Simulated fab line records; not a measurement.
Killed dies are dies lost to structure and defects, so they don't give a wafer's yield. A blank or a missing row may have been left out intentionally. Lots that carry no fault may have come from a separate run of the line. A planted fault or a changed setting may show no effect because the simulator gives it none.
Code-filled problem report in 8D (eight disciplines) form / flow berkeleyCmos170 / the parts of the form that need people (team, actions taken, sign-off) are left out

== 1. WHAT WENT WRONG ==
doseIonsCm2 at UCB170_PVT_IMPLANT_07 reads a mean of 2.1193e+12 on 9 wafers of 3 lots; wafers without a fault read 2.0001e+12 with a standard deviation of 2.3e+09. That puts it +52 standard deviations away from the usual mean.
First observed at day 8 20:52: wafer L889.2, on implanter-03. The record has a number at this step for 45 wafers belonging to 15 lots. Rule for "out" (also "out of limits"): further than 4 standard deviations from the usual mean. The other wafers with a number count as sound.

== 2. WHAT IT IS; WHAT IT IS NOT ==
question=which readings at this step | is=doseIonsCm2 | is not=beamEnergyKeV
question=which lots | is=L889, L891, L894 | is not=L882, L883, L884, L885, L886, L887, L888, L890, L897, L898, L899, L900
question=which wafers of those lots | is=all that have a number | is not=-
question=read on which tools | is=implanter-03 | is not=implanter-02, implanter-04
question=when | is=from day 8 20:52 | is not=up to then (24 sound wafers); but 12 sound wafers of L897, L898, L899, L900 came after

== 3. WHAT RULES OUT EACH SUSPECT ==
Counting: any tool at a process step up to the reading is kept as a suspect provided that every lot that is out went through it and no sound lot did after the first of them.
- implanter-03 at UCB170_PVT_IMPLANT_07: kept. Every lot that is out went through it, starting with L889 (day 8 20:52), and after that it ran no sound lot; the last sound lot it ran before then is L886 (day 8 06:05). Out on those wafers are its own readings of doseIonsCm2.
Remaining after the count: implanter-03 at UCB170_PVT_IMPLANT_07.

== 4. THE CAUSE (what the simulator had put in) ==
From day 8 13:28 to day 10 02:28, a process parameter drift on implanter-03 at UCB170_PVT_IMPLANT_07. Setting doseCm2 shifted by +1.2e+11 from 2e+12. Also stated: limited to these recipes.
The count eliminated every tool but this one.

== 5. SEQUENCE OF EFFECTS, ordered by route ==
Rows list readings where the struck wafers' mean (over those with a number) sits beyond 3 standard deviations from the usual. Readings are gone through only where the record gives a usual standard deviation; hours: the median, over the lots, of the time from a lot's start at the first step in this table giving one to that lot's start at this step; sigmas: the change measured in usual standard deviations.
hours=0; step=UCB170_PVT_IMPLANT_07; reading=doseIonsCm2; usual=2.0001e+12; on struck wafers=2.1193e+12; change=+1.1916e+11; sigmas=+52
hours=0; step=UCB170_PVT_IMPLANT_07; reading=faradayCurrentUA; usual=6.36; on struck wafers=6.74; change=+0.38; sigmas=+3.1
Here are the process steps it includes:
- UCB170_PVT_IMPLANT_07

== 6. WHAT WOULD HAVE CAUGHT IT SOONER ==
The fault began at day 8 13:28; the first out-of-limits reading in this record came at day 8 20:52, 7 hours later.
